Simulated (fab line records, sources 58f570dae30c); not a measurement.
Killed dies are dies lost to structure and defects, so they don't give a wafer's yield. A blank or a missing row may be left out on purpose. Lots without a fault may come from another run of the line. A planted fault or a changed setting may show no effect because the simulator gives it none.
fab line records | flow berkeley_cmos170
record lots=5 wafers=15 last_day=12
route steps=331 shown NVT@108 PVT@115 GATE@125 FIELD@126
lots that met no fault: from a run of the same line without faults
start_h: hours from the record's first day to the start of the lot's first wafer shown | wait_h: hours since the lot's step before | " the same as in the row above | L1.1+2: a row that stands for several wafers | - no value, or no start given | * or withheld: withheld | < > ~ a bound
route shown NAME@n: a module of which the file shows steps, and the number in the route of the first | usual: mean/standard deviation of fault-free wafers | same: alike in all rows | chamber/n: place in a boat | sites: the reading at each site | _std_site: their standard deviation | _edge_site: outer sites' mean less inner sites' | radius_mm: how far each site lies from the wafer's centre | mask NAME#n: copy n | behind: the tool/chamber that last shaped the wafer | hold: why the lot was held/for how many hours/how that ended | device: the transistor (n, p or np) that didn't switch | end of line: the same wafers' tests at the end of the route | a step without rows: its recipe alone | killed: dies lost to structure and defects at the first sort, not the wafer's yield | map: a wafer's dies, x killed, . not, _ none there
set.NAME: the setting as run; set.NAME@STEP: as run at that earlier step | model.NAME: the simulator's own value behind a step, which no gauge read
lots at some steps of the route; a table a step, a row a wafer
services: from which hour (start_h, from the record's first day; less than 0 if before it) a tool's chamber was out of use, for how many hours, and why
## steps
# step UCB170_NVT_PEB_04
# recipe peb_temp_c=130 peb_time_s=withheld resist=KrF
# usual heater_power_total_W=56.80/0.048
# columns lot.wafer tool chamber start_h wait_h heater_power_total_W
L074.2 litho_track-03 0 117.34 0.2 56.77
L074.4 " 0 " " 56.82
L074.5 " 0 " " 56.80
L084.1 litho_track-03 0 164.78 0.4 56.89
L084.3 " 0 " " 56.75
L084.6 " 0 " " 56.84
L087.4 litho_track-03 0 168.93 0.3 56.77
L087.5 " 0 " " 56.77
L087.6 " 0 " " 56.74
L094.1 litho_track-03 0 214.33 0.1 56.82
L094.2 " 0 " " 56.84
L094.3 " 0 " " 56.81
L097.3 litho_track-03 0 228.65 0.8 56.76
L097.5 " 0 " " 56.82
L097.6 " 0 " " 56.81
# step UCB170_NVT_DEVELOP_05
# recipe developer=TMAH develop_time_s=45 resist=KrF dev_temp_c=21
# columns lot.wafer tool chamber start_h wait_h
L074.2+4+5 litho_track-03 0 - -
L084.1+3+6 litho_track-03 0 - -
L087.4+5+6 litho_track-03 0 - -
L094.1+2+3 litho_track-03 0 - -
L097.3+5+6 litho_track-03 0 - -
# step UCB170_NVT_OVL_MEAS_06
# usual NVT_OVL=-2/6.6
# columns lot.wafer tool chamber start_h wait_h NVT_OVL[nm]
L074.2 overlay-01 - 117.60 - -16
L074.4 " - " " -17
L074.5 " - " " -16
L084.1 overlay-01 - 165.06 - -4
L084.3 " - " " -5
L084.6 " - " " -4
L087.4 overlay-02 - 169.15 - 11
L087.5 " - " " 6
L087.6 " - " " 3
L094.1 overlay-01 - 214.61 - -9
L094.2 " - " " -9
L094.3 " - " " -9
L097.3 overlay-01 - 228.89 - -9
L097.5 " - " " -11
L097.6 " - " " -8
# step UCB170_NVT_IMPLANT_07
# recipe species=BF2 dose_cm2=3e+12 energy_kev=50 tilt_deg=7
# usual tilt_deg=6.998/0.022
# columns lot.wafer tool chamber start_h wait_h tilt_deg
L074.2 implanter-01 0 117.65 0.0 7.032
L074.4 " 0 " " 7.048
L074.5 " 0 " " 7.027
L084.1 implanter-01 0 165.09 0.0 7.006
L084.3 " 0 " " 6.996
L084.6 " 0 " " 6.995
L087.4 implanter-04 0 169.24 0.1 7.011
L087.5 " 0 " " 7.012
L087.6 " 0 " " 6.989
L094.1 implanter-01 0 214.65 0.0 6.966
L094.2 " 0 " " 6.985
L094.3 " 0 " " 6.996
L097.3 implanter-01 0 228.96 0.1 6.983
L097.5 " 0 " " 6.997
L097.6 " 0 " " 6.982
# step UCB170_NVT_STRIP_08
# recipe chemistry=O2 power_w=400 pressure_mtorr=3500 platen_temp_c=withheld o2_flow_sccm=400 overash_fraction=0.5
# usual drypump_motor_current_A=5.66/0.28 oes_product_au=0.734/0.0045 strip_time_to_endpoint_s=21.65/0.062
# columns lot.wafer tool chamber start_h wait_h drypump_motor_current_A oes_product_au rf_hours_counter_h strip_time_to_endpoint_s
L074.2 plasma_asher-01 1 117.78 0.1 5.53 0.739 40 21.66
L074.4 " 1 " " 5.54 0.739 - 21.69
L074.5 " 0 " " 5.36 0.735 - 21.73
L084.1 plasma_asher-03 1 165.24 0.1 6.21 0.734 39 21.74
L084.3 " 1 " " 6.21 0.734 - 21.69
L084.6 " 0 " " 5.69 0.738 - 21.68
L087.4 plasma_asher-03 0 169.35 0.1 5.69 0.731 - 21.72
L087.5 " 0 " " 5.71 0.732 - 21.74
L087.6 " 1 " " 6.21 0.729 - 21.69
L094.1 plasma_asher-02 0 214.80 0.1 5.61 0.739 51 21.55
L094.2 " 1 " " 5.47 0.737 51 21.64
L094.3 " 0 " " 5.60 0.740 - 21.65
L097.3 plasma_asher-03 1 229.10 0.1 6.20 0.735 - 21.74
L097.5 " 0 " " 5.69 0.740 - 21.71
L097.6 " 1 " " 6.20 0.735 - 21.63
# step UCB170_NVT_TW_MEAS_09
# usual NVT_TW=522/3.3
# columns lot.wafer tool chamber start_h wait_h NVT_TW
L074.2 film_metro-03 - 117.89 0.1 525
L074.4 " - " " 524
L074.5 " - " " 521
L084.1 film_metro-03 - 165.34 0.1 526
L084.3 " - " " 523
L084.6 " - " " 521
L087.4 film_metro-04 - 169.45 0.1 525
L087.5 " - " " 528
L087.6 " - " " 527
L094.1 film_metro-01 - 214.90 0.1 522
L094.2 " - " " 523
L094.3 " - " " 520
L097.3 film_metro-01 - 229.18 0.1 520
L097.5 " - " " 520
L097.6 " - " " 518
# step UCB170_NVT_CLEAN_10
# recipe chemistry=SPM temp_c=120 time_s=600
# usual bath_guard_temp_C=119.9/0.58 temp_c=119.98/0.13
# columns lot.wafer tool chamber start_h wait_h bath_guard_temp_C temp_c
L074.2 wet_bench-04 2 117.94 0.0 118.8 119.85
L074.4 " 2 " " 119.2 119.93
L074.5 " 2 " " 119.1 119.70
L084.1 wet_bench-02 0 165.40 0.1 120.8 120.11
L084.3 " 0 " " 120.9 120.21
L084.6 " 0 " " 120.9 120.06
L087.4 wet_bench-02 2 170.64 1.2 120.0 119.84
L087.5 " 2 " " 119.7 119.80
L087.6 " 2 " " 120.3 119.96
L094.1 wet_bench-04 2 216.92 2.0 119.0 119.83
L094.2 " 2 " " 119.1 120.04
L094.3 " 2 " " 119.0 119.97
L097.3 wet_bench-04 2 229.22 0.0 119.6 119.86
L097.5 " 2 " " 119.1 119.95
L097.6 " 2 " " 119.3 119.91
# step UCB170_PVT_HMDS_00
# recipe prime_time_s=60 prime_temp_c=100
# usual prime_temp_c=100.00/0.13
# same prime_time_s=60
# columns lot.wafer tool chamber start_h wait_h prime_temp_c
L074.2 litho_track-03 0 118.34 0.2 99.94
L074.4 " 0 " " 99.97
L074.5 " 0 " " 99.95
L084.1 litho_track-01 0 166.23 0.7 100.24
L084.3 " 0 " " 100.13
L084.6 " 0 " " 100.35
L087.4 litho_track-02 0 170.89 0.1 100.09
L087.5 " 0 " " 100.12
L087.6 " 0 " " 100.04
L094.1 litho_track-01 0 217.46 0.4 99.93
L094.2 " 0 " " 99.91
L094.3 " 0 " " 99.99
L097.3 litho_track-03 0 230.10 0.7 99.88
L097.5 " 0 " " 99.91
L097.6 " 0 " " 99.99
# step UCB170_PVT_COAT_01
# recipe resist=KrF spin_rpm=1500 resist_thk_nm=900
# columns lot.wafer tool chamber start_h wait_h
L074.2+4+5 litho_track-03 0 118.49 0.1
L084.1+3+6 litho_track-01 0 166.38 0.1
L087.4+5+6 litho_track-02 0 171.04 0.1
L094.1+2+3 litho_track-01 0 217.61 0.1
L097.3+5+6 litho_track-03 0 230.25 0.1
# step UCB170_PVT_SOFTBAKE_02
# recipe resist=KrF temp_c=130 time_s=60
# usual heater_power_total_W=56.80/0.047
# columns lot.wafer tool chamber start_h wait_h heater_power_total_W
L074.2 litho_track-03 0 118.64 0.1 56.73
L074.4 " 0 " " 56.77
L074.5 " 0 " " 56.83
L084.1 litho_track-01 0 166.53 0.1 56.86
L084.3 " 0 " " 56.78
L084.6 " 0 " " 56.79
L087.4 litho_track-02 0 171.19 0.1 56.83
L087.5 " 0 " " 56.82
L087.6 " 0 " " 56.75
L094.1 litho_track-01 0 217.76 0.1 56.77
L094.2 " 0 " " 56.80
L094.3 " 0 " " 56.82
L097.3 litho_track-03 0 230.40 0.1 56.80
L097.5 " 0 " " 56.82
L097.6 " 0 " " 56.80
# step UCB170_PVT_EXPOSE_03
# recipe mask_id=NWELL target_cd_nm=3000 na=0.5 sigma_outer=0.6 source_shape=conventional dose_mj=30
# same na=0.5
# columns lot.wafer tool chamber start_h wait_h mask
L074.2+4+5 krf_scanner-02 0 118.91 0.2 NWELL#0
L084.1+3+6 krf_scanner-02 0 166.81 0.2 NWELL#0
L087.4+5+6 krf_scanner-02 0 171.32 0.1 NWELL#0
L094.1+2+3 krf_scanner-02 0 217.91 0.1 NWELL#0
L097.3+5+6 krf_scanner-02 0 230.54 0.1 NWELL#0
# step UCB170_PVT_PEB_04
# recipe peb_temp_c=130 peb_time_s=withheld resist=KrF
# usual heater_power_total_W=56.80/0.047
# columns lot.wafer tool chamber start_h wait_h heater_power_total_W
L074.2 litho_track-01 0 119.14 0.2 56.79
L074.4 " 0 " " 56.79
L074.5 " 0 " " 56.81
L084.1 litho_track-01 0 167.68 0.9 56.79
L084.3 " 0 " " 56.71
L084.6 " 0 " " 56.81
L087.4 litho_track-01 0 171.75 0.4 56.84
L087.5 " 0 " " 56.80
L087.6 " 0 " " 56.82
L094.1 litho_track-03 0 218.56 0.6 56.86
L094.2 " 0 " " 56.88
L094.3 " 0 " " 56.85
L097.3 litho_track-01 0 230.77 0.2 56.82
L097.5 " 0 " " 56.78
L097.6 " 0 " " 56.88
# step UCB170_PVT_DEVELOP_05
# recipe developer=TMAH develop_time_s=45 resist=KrF dev_temp_c=21
# columns lot.wafer tool chamber start_h wait_h
L074.2+4+5 litho_track-01 0 - -
L084.1+3+6 litho_track-01 0 - -
L087.4+5+6 litho_track-01 0 - -
L094.1+2+3 litho_track-03 0 - -
L097.3+5+6 litho_track-01 0 - -
# step UCB170_PVT_OVL_MEAS_06
# usual PVT_OVL=3/7
# columns lot.wafer tool chamber start_h wait_h PVT_OVL[nm]
L074.2 overlay-02 - 119.40 - 14
L074.4 " - " " 6
L074.5 " - " " 4
L084.1 overlay-02 - 167.96 - -7
L084.3 " - " " 1
L084.6 " - " " 13
L087.4 overlay-01 - 171.97 - 12
L087.5 " - " " -3
L087.6 " - " " 12
L094.1 overlay-01 - 218.84 - 5
L094.2 " - " " -10
L094.3 " - " " 3
L097.3 overlay-01 - 231.01 - -11
L097.5 " - " " -6
L097.6 " - " " 4
# step UCB170_PVT_IMPLANT_07
# recipe species=P dose_cm2=2e+12 energy_kev=30 tilt_deg=7
# usual tilt_deg=7.000/0.019
# columns lot.wafer tool chamber start_h wait_h tilt_deg
L074.2 implanter-03 0 119.45 0.0 7.018
L074.4 " 0 " " 7.034
L074.5 " 0 " " 7.013
L084.1 implanter-02 0 167.99 0.0 6.992
L084.3 " 0 " " 7.001
L084.6 " 0 " " 6.995
L087.4 implanter-03 0 172.06 0.1 6.953
L087.5 " 0 " " 6.968
L087.6 " 0 " " 6.980
L094.1 implanter-02 0 218.87 0.0 6.979
L094.2 " 0 " " 7.008
L094.3 " 0 " " 7.002
L097.3 implanter-02 0 231.09 0.1 7.006
L097.5 " 0 " " 7.040
L097.6 " 0 " " 6.993
# step UCB170_PVT_STRIP_08
# recipe chemistry=O2 power_w=400 pressure_mtorr=3500 platen_temp_c=withheld o2_flow_sccm=400 overash_fraction=0.5
# usual drypump_motor_current_A=5.67/0.28 oes_product_au=0.735/0.0047 strip_time_to_endpoint_s=21.66/0.059
# columns lot.wafer tool chamber start_h wait_h drypump_motor_current_A oes_product_au rf_hours_counter_h strip_time_to_endpoint_s
L074.2 plasma_asher-03 1 119.58 0.1 6.21 0.731 34 21.71
L074.4 " 1 " " 6.25 0.740 - 21.76
L074.5 " 1 " " 6.22 0.738 - 21.78
L084.1 plasma_asher-04 0 168.14 0.1 5.37 0.731 6 21.61
L084.3 " 1 " " 5.57 0.739 - 21.59
L084.6 " 0 " " 5.34 0.737 - 21.64
L087.4 plasma_asher-03 0 172.17 0.1 5.68 0.736 - 21.62
L087.5 " 0 " " 5.67 0.739 - 21.56
L087.6 " 1 " " 6.21 0.734 - 21.55
L094.1 plasma_asher-02 1 219.02 0.1 5.46 0.737 51 21.72
L094.2 " 0 " " 5.62 0.735 51 21.78
L094.3 " 1 " " 5.47 0.727 - 21.78
L097.3 plasma_asher-02 0 231.22 0.1 5.60 0.735 - 21.69
L097.5 " 1 " " 5.47 0.736 - 21.68
L097.6 " 0 " " 5.63 0.736 - 21.63
# step UCB170_PVT_TW_MEAS_09
# usual PVT_TW=508/4.5
# columns lot.wafer tool chamber start_h wait_h PVT_TW
L074.2 film_metro-02 - 119.69 0.1 516
L074.4 " - " " 515
L074.5 " - " " 514
L084.1 film_metro-01 - 168.24 0.1 505
L084.3 " - " " 501
L084.6 " - " " 504
L087.4 film_metro-04 - 172.26 0.1 510
L087.5 " - " " 508
L087.6 " - " " 509
L094.1 film_metro-04 - 219.12 0.1 511
L094.2 " - " " 512
L094.3 " - " " 510
L097.3 film_metro-04 - 231.31 0.1 512
L097.5 " - " " 510
L097.6 " - " " 512
# step UCB170_GATE_WET_ETCH_00
# recipe chemistry=dHF dilution=25:1 target=SiO2 temp_c=25 time_s=200
# usual temp_c=25.02/0.097
# columns lot.wafer tool chamber start_h wait_h temp_c
L074.2 wet_bench-03 0 119.85 0.1 24.92
L074.4 " 0 " " 25.11
L074.5 " 0 " " 25.08
L084.1 wet_bench-02 2 170.13 1.9 24.93
L084.3 " 2 " " 24.89
L084.6 " 2 " " 24.73
L087.4 wet_bench-01 3 172.29 0.0 25.12
L087.5 " 3 " " 25.08
L087.6 " 3 " " 25.02
L094.1 wet_bench-01 2 219.18 0.1 24.90
L094.2 " 2 " " 24.96
L094.3 " 2 " " 24.90
L097.3 wet_bench-02 1 231.36 0.0 24.99
L097.5 " 1 " " 25.19
L097.6 " 1 " " 25.03
# step UCB170_FIELD_THK_MEAS_91
# recipe reads=SiO2_of_FIELD_OXIDATION_01
# usual FIELD_OXIDE_LEFT_2_THK=352/10
# columns lot.wafer tool chamber start_h wait_h FIELD_OXIDE_LEFT_2_THK[nm]
L074.2 film_metro-01 - 119.92 0.0 339
L074.4 " - " " 341
L074.5 " - " " 342
L084.1 film_metro-02 - 170.20 0.0 360
L084.3 " - " " 353
L084.6 " - " " 359
L087.4 film_metro-01 - 172.39 0.0 364
L087.5 " - " " 357
L087.6 " - " " 367
L094.1 film_metro-01 - 219.25 0.0 360
L094.2 " - " " 357
L094.3 " - " " 358
L097.3 film_metro-02 - 231.44 0.0 339
L097.5 " - " " 347
L097.6 " - " " 340
# step UCB170_GATE_OXIDATION_01
# recipe temp_c=850 ambient=O2 target_thk_a=66 ox_time_s=1800
# usual spike_tc_centre_C=852.8/2 spike_tc_load_C=878/3.8
# same ox_time_s=1800
# columns lot.wafer tool chamber start_h wait_h spike_tc_centre_C spike_tc_load_C
L074.2 furnace-03 0 122.93 3.0 854.3 882
L074.4 " 0 " " 854.9 883
L074.5 " 0 " " 855.5 882
L084.1 furnace-03 0 170.49 0.3 855.6 882
L084.3 " 0 " " 857.2 884
L084.6 " 0 " " 855.1 882
L087.4 furnace-01 0 176.71 4.3 850.7 875
L087.5 " 0 " " 852.1 876
L087.6 " 0 " " 848.6 876
L094.1 furnace-02 0 221.54 2.3 853.0 877
L094.2 " 0 " " 852.4 874
L094.3 " 0 " " 853.8 873
L097.3 furnace-01 0 235.00 3.5 852.2 875
L097.5 " 0 " " 850.5 875
L097.6 " 0 " " 851.7 876
# step UCB170_GATE_THK_MEAS_02
# recipe reads=SiO2_of_GATE_OXIDATION_01
# usual GATE_OXIDE_THK=6.61/0.12
# columns lot.wafer tool chamber start_h wait_h GATE_OXIDE_THK[nm]
L074.2 film_metro-01 - 124.44 0.0 6.62
L074.4 " - " " 6.43
L074.5 " - " " 6.57
L084.1 film_metro-01 - 171.99 0.0 6.67
L084.3 " - " " 6.55
L084.6 " - " " 6.68
L087.4 film_metro-03 - 178.24 0.0 6.61
L087.5 " - " " 6.64
L087.6 " - " " 6.66
L094.1 film_metro-02 - 223.04 0.0 6.47
L094.2 " - " " 6.42
L094.3 " - " " 6.56
L097.3 film_metro-01 - 236.52 0.0 6.59
L097.5 " - " " 6.45
L097.6 " - " " 6.66
# step UCB170_GATE_ANNEAL_03
# recipe temp_c=900 time_s=1800 ambient=N2
# usual spike_tc_centre_C=902.8/1.8 spike_tc_load_C=928/3.8
# columns lot.wafer tool chamber start_h wait_h spike_tc_centre_C spike_tc_load_C
L074.2 furnace-02 0 127.68 3.2 903.0 925
L074.4 " 0 " " 903.4 925
L074.5 " 0 " " 903.4 923
L084.1 furnace-01 0 175.21 3.2 901.5 925
L084.3 " 0 " " 901.1 929
L084.6 " 0 " " 901.3 927
L087.4 furnace-01 0 181.05 2.8 901.3 927
L087.5 " 0 " " 900.6 925
L087.6 " 0 " " 901.5 928
L094.1 furnace-01 0 225.63 2.6 899.2 928
L094.2 " 0 " " 899.9 926
L094.3 " 0 " " 901.6 928
L097.3 furnace-01 0 241.00 4.5 900.9 925
L097.5 " 0 " " 900.6 925
L097.6 " 0 " " 900.8 926
# step UCB170_GATE_CVD_04
# recipe material=poly-Si temp_c=610 precursor=SiH4 time_s=1440 pressure_mtorr=375 target_thk_nm=214 sih4_flow_sccm=120
# usual spike_tc_centre_C=611.6/1.6 spike_tc_load_C=631.7/1.4
# columns lot.wafer tool chamber start_h wait_h spike_tc_centre_C spike_tc_load_C
L074.2 lpcvd-02 1 129.66 0.5 610.9 631.3
L074.4 " 1 " " 612.9 631.6
L074.5 " 1 " " 611.5 630.3
L084.1 lpcvd-02 0 176.84 0.1 610.3 632.2
L084.3 " 0 " " 611.9 633.1
L084.6 " 0 " " 610.1 631.6
L087.4 lpcvd-02 1 182.55 0.0 611.8 633.0
L087.5 " 1 " " 613.5 630.3
L087.6 " 1 " " 613.0 629.5
L094.1 lpcvd-02 0 227.42 0.3 609.9 633.0
L094.2 " 0 " " 609.7 631.1
L094.3 " 0 " " 608.8 632.6
L097.3 lpcvd-01 0 242.50 0.0 609.8 630.6
L097.5 " 0 " " 610.7 632.0
L097.6 " 0 " " 612.0 632.3
# step UCB170_GATE_THK_MEAS_05
# recipe reads=poly-Si_of_GATE_CVD_04
# usual GATE_POLY_THK=215.0/2.1
# columns lot.wafer tool chamber start_h wait_h GATE_POLY_THK[nm]
L074.2 film_metro-01 - 131.07 0.0 211.5
L074.4 " - " " 209.9
L074.5 " - " " 211.5
L084.1 film_metro-02 - 178.24 0.0 217.1
L084.3 " - " " 215.1
L084.6 " - " " 214.7
L087.4 film_metro-03 - 183.98 0.0 214.0
L087.5 " - " " 213.7
L087.6 " - " " 214.8
L094.1 film_metro-03 - 228.82 0.0 217.4
L094.2 " - " " 217.8
L094.3 " - " " 216.8
L097.3 film_metro-01 - 243.92 0.0 215.5
L097.5 " - " " 215.3
L097.6 " - " " 213.9
# step UCB170_GATE_COAT_06
# recipe resist=BARC temp_c=withheld time_s=withheld spin_rpm=3000 resist_thk_nm=withheld
# columns lot.wafer tool chamber start_h wait_h
L074.2+4+5 litho_track-02 0 131.33 0.2
L084.1+3+6 litho_track-02 0 178.67 0.4
L087.4+5+6 litho_track-02 0 184.34 0.4
L094.1+2+3 litho_track-04 0 229.22 0.4
L097.3+5+6 litho_track-01 0 244.26 0.3
# step UCB170_GATE_COAT_07
# recipe resist=KrF spin_rpm=1500 resist_thk_nm=900
# columns lot.wafer tool chamber start_h wait_h
L074.2+4+5 litho_track-02 0 - -
L084.1+3+6 litho_track-02 0 - -
L087.4+5+6 litho_track-02 0 - -
L094.1+2+3 litho_track-04 0 - -
L097.3+5+6 litho_track-01 0 - -
# step UCB170_GATE_SOFTBAKE_08
# recipe resist=KrF temp_c=130 time_s=60
# usual heater_power_total_W=56.80/0.046
# columns lot.wafer tool chamber start_h wait_h heater_power_total_W
L074.2 litho_track-02 0 - - 56.87
L074.4 " 0 " " 56.86
L074.5 " 0 " " 56.83
L084.1 litho_track-02 0 - - 56.79
L084.3 " 0 " " 56.80
L084.6 " 0 " " 56.77
L087.4 litho_track-02 0 - - 56.76
L087.5 " 0 " " 56.87
L087.6 " 0 " " 56.76
L094.1 litho_track-04 0 - - 56.76
L094.2 " 0 " " 56.80
L094.3 " 0 " " 56.79
L097.3 litho_track-01 0 - - 56.86
L097.5 " 0 " " 56.81
L097.6 " 0 " " 56.73
# step UCB170_GATE_EXPOSE_09
# recipe mask_id=POLY target_cd_nm=350 na=0.5 sigma_outer=0.6 source_shape=conventional dose_mj=21
# same na=0.5
# columns lot.wafer tool chamber start_h wait_h mask
L074.2+4+5 krf_scanner-01 0 131.77 - POLY#0
L084.1+3+6 krf_scanner-02 0 179.25 - POLY#0
L087.4+5+6 krf_scanner-01 0 185.14 - POLY#0
L094.1+2+3 krf_scanner-01 0 229.79 - POLY#0
L097.3+5+6 krf_scanner-01 0 244.82 - POLY#0
# step UCB170_GATE_PEB_10
# recipe peb_temp_c=130 peb_time_s=withheld resist=KrF
# usual heater_power_total_W=56.81/0.046
# columns lot.wafer tool chamber start_h wait_h heater_power_total_W
L074.2 litho_track-01 0 131.89 0.1 56.78
L074.4 " 0 " " 56.81
L074.5 " 0 " " 56.82
L084.1 litho_track-02 0 179.40 0.1 56.84
L084.3 " 0 " " 56.76
L084.6 " 0 " " 56.80
L087.4 litho_track-02 0 185.27 0.1 56.81
L087.5 " 0 " " 56.78
L087.6 " 0 " " 56.82
L094.1 litho_track-04 0 230.39 0.6 56.83
L094.2 " 0 " " 56.81
L094.3 " 0 " " 56.80
L097.3 litho_track-04 0 245.43 0.6 56.78
L097.5 " 0 " " 56.86
L097.6 " 0 " " 56.86
# step UCB170_GATE_DEVELOP_11
# recipe developer=TMAH develop_time_s=45 resist=KrF dev_temp_c=21
# columns lot.wafer tool chamber start_h wait_h
L074.2+4+5 litho_track-01 0 - -
L084.1+3+6 litho_track-02 0 - -
L087.4+5+6 litho_track-02 0 - -
L094.1+2+3 litho_track-04 0 - -
L097.3+5+6 litho_track-04 0 - -
# step UCB170_GATE_CD_MEAS_12
# recipe target_cd_nm=350
# usual cd_nm=349.9/1.4
# columns lot.wafer tool chamber start_h wait_h cd_nm
L074.2 cd_sem-02 - 132.18 - 350.4
L074.4 " - " " 351.8
L074.5 " - " " 351.8
L084.1 cd_sem-01 - 179.69 - 351.9
L084.3 " - " " 350.9
L084.6 " - " " 350.6
L087.4 cd_sem-01 - 185.53 - 350.0
L087.5 " - " " 350.6
L087.6 " - " " 349.1
L094.1 cd_sem-01 - 230.67 - 348.2
L094.2 " - " " 347.3
L094.3 " - " " 349.0
L097.3 cd_sem-01 - 245.70 - 351.6
L097.5 " - " " 351.0
L097.6 " - " " 352.7
# step UCB170_GATE_OVL_MEAS_13
# usual GATE_OVL=-1/5.5
# columns lot.wafer tool chamber start_h wait_h GATE_OVL[nm]
L074.2 overlay-01 - 132.28 0.1 -4
L074.4 " - " " 3
L074.5 " - " " -1
L084.1 overlay-01 - 179.81 0.1 3
L084.3 " - " " 5
L084.6 " - " " -6
L087.4 overlay-01 - 185.61 0.1 -4
L087.5 " - " " -6
L087.6 " - " " -8
L094.1 overlay-01 - 230.79 0.1 3
L094.2 " - " " 6
L094.3 " - " " -5
L097.3 overlay-01 - 245.79 0.1 -2
L097.5 " - " " -3
L097.6 " - " " -6
# step UCB170_GATE_ETCH_14
# recipe chemistry=N2/H2 target_depth_a=withheld overetch_a=withheld target=BARC time_s=withheld source_w=500 bias_w=100 pressure_mtorr=30 n2_flow_sccm=100 h2_flow_sccm=200
# usual bias_w=99.95/0.29 drypump_motor_current_A=5.5/0.41 oes_product_au=1.000/0.024 rf_fwd_power_W=494.5/2.4 throttle_valve_pct=13.31/0.18
# columns lot.wafer tool chamber start_h wait_h bias_w drypump_motor_current_A oes_product_au rf_fwd_power_W throttle_valve_pct
L074.2 rie_diel-03 1 132.31 0.0 100.34 5.7 0.972 495.4 13.14
L074.4 " 3 " " 99.60 5.1 1.007 495.1 13.67
L074.5 " 1 " " 100.05 5.7 0.976 494.3 13.16
L084.1 rie_diel-03 0 179.84 0.0 99.96 6.0 1.038 496.5 13.44
L084.3 " 1 " " 99.93 5.7 0.968 497.7 13.15
L084.6 " 0 " " 99.90 6.0 1.040 493.9 13.46
L087.4 rie_diel-02 3 185.63 0.0 99.62 5.3 1.025 493.8 13.47
L087.5 " 2 " " 99.73 6.1 1.010 495.2 13.25
L087.6 " 1 " " 100.11 5.4 1.012 491.0 13.05
L094.1 rie_diel-02 0 230.82 0.0 100.14 5.5 1.007 492.0 13.09
L094.2 " 3 " " 99.81 5.3 1.026 495.8 13.48
L094.3 " 1 " " 99.70 5.4 0.986 493.6 13.05
L097.3 rie_diel-03 0 245.81 0.0 100.16 6.0 1.046 496.5 13.46
L097.5 " 1 " " 99.80 5.7 0.983 496.1 13.15
L097.6 " 0 " " 99.85 6.0 1.043 497.1 13.45
# step UCB170_GATE_ETCH_15
# recipe chemistry=HBr/Cl2 target=poly-Si stop_on=SiO2 over_etch_frac=0.3 icp_w=300 bias_w=150 time_s=56.3 pressure_mtorr=15 HBr_flow_sccm=150 Cl2_flow_sccm=50 target_depth_a=2782
# usual bias_w=150.1/0.46 drypump_motor_current_A=5.8/0.51 oes_product_au=0.836/0.016 rf_fwd_power_W=297.4/1.2 throttle_valve_pct=26.51/0.2
# columns lot.wafer tool chamber start_h wait_h bias_w drypump_motor_current_A oes_product_au rf_fwd_power_W rf_hours_counter_h throttle_valve_pct
L074.2 rie_si-01 1 132.35 - 150.5 6.3 0.826 297.1 98 26.47
L074.4 " 3 " " 149.7 5.7 0.808 295.7 1 26.93
L074.5 " 0 " " 150.1 5.5 0.826 297.5 - 26.72
L084.1 rie_si-01 1 179.88 - 150.8 6.3 0.854 296.6 98 26.45
L084.3 " 3 " " 149.5 5.7 0.825 296.2 2 26.94
L084.6 " 0 " " 149.9 5.5 0.833 298.9 - 26.71
L087.4 rie_si-02 0 185.67 - 150.6 6.6 0.836 299.2 2 26.23
L087.5 " 2 " " 150.3 5.9 0.821 297.1 - 26.47
L087.6 " 3 " " 150.6 4.9 0.864 296.4 - 26.53
L094.1 rie_si-02 2 230.87 - 150.4 5.9 0.824 298.2 1 26.47
L094.2 " 1 " " 150.6 5.9 0.819 298.7 58 26.52
L094.3 " 0 " " 150.4 6.6 0.841 298.9 2 26.22
L097.3 rie_si-01 3 245.85 - 149.6 5.7 0.815 294.5 2 26.94
L097.5 " 2 " " 150.1 5.4 0.856 298.4 - 26.31
L097.6 " 3 " " 149.6 5.7 0.815 294.0 - 26.91
# step UCB170_GATE_STRIP_16
# recipe chemistry=O2 power_w=400 pressure_mtorr=3500 platen_temp_c=withheld o2_flow_sccm=400 overash_fraction=0.5
# usual drypump_motor_current_A=5.57/0.24 oes_product_au=0.725/0.0046
# columns lot.wafer tool chamber start_h wait_h drypump_motor_current_A oes_product_au rf_hours_counter_h
L074.2 plasma_asher-01 0 132.40 0.0 5.42 0.723 42
L074.4 " 1 " " 5.56 0.720 -
L074.5 " 1 " " 5.57 0.721 -
L084.1 plasma_asher-04 1 179.93 0.0 5.59 0.717 8
L084.3 " 0 " " 5.36 0.725 -
L084.6 " 1 " " 5.56 0.736 -
L087.4 plasma_asher-01 1 185.75 0.1 5.52 0.729 -
L087.5 " 0 " " 5.42 0.723 -
L087.6 " 1 " " 5.54 0.724 -
L094.1 plasma_asher-01 0 230.91 0.0 5.37 0.718 53
L094.2 " 1 " " 5.55 0.725 53
L094.3 " 0 " " 5.41 0.726 -
L097.3 plasma_asher-01 0 245.94 0.1 5.39 0.723 -
L097.5 " 1 " " 5.56 0.721 -
L097.6 " 0 " " 5.41 0.727 -
# step UCB170_GATE_CD_MEAS_90
# recipe target_cd_nm=350
# usual cd_nm=349.8/1.4
# columns lot.wafer tool chamber start_h wait_h cd_nm
L074.2 cd_sem-01 - 132.52 0.1 350.7
L074.4 " - " " 351.3
L074.5 " - " " 351.8
L084.1 cd_sem-01 - 180.03 0.1 351.5
L084.3 " - " " 350.4
L084.6 " - " " 350.4
L087.4 cd_sem-02 - 185.88 0.1 348.9
L087.5 " - " " 351.0
L087.6 " - " " 349.2
L094.1 cd_sem-01 - 231.06 0.1 347.0
L094.2 " - " " 346.5
L094.3 " - " " 349.4
L097.3 cd_sem-02 - 246.04 0.1 350.4
L097.5 " - " " 350.7
L097.6 " - " " 351.7
## services
# columns tool chamber start_h hours kind
krf_scanner-01 - 98.64 4.4 pm
plasma_asher-02 - 102.95 19.8 pm
rie_diel-03 3 105.84 9.5 repair
implanter-02 - 108.82 2.5 repair
furnace-01 - 110.97 2.7 pm
rie_diel-03 3 116.43 5.1 repair
krf_scanner-01 - 116.59 1.0 pm
implanter-02 - 118.25 2.0 pm
rie_diel-03 1 119.54 11.6 repair
rie_diel-03 0 129.49 9.0 repair
krf_scanner-01 - 133.93 3.6 pm
furnace-01 - 135.76 4.5 pm
furnace-01 - 140.25 3.0 pm
implanter-01 - 140.41 2.7 repair
krf_scanner-02 - 144.17 0.8 pm
plasma_asher-01 - 154.59 2.8 pm
implanter-01 - 169.64 3.4 repair
plasma_asher-03 - 177.32 1.8 repair
implanter-01 - 192.51 0.7 repair
krf_scanner-01 - 209.10 1.3 pm
krf_scanner-01 - 213.84 0.8 pm
krf_scanner-02 - 219.38 1.0 pm
lpcvd-02 - 230.71 0.5 repair
krf_scanner-02 - 237.25 1.6 repair
## key
fault none
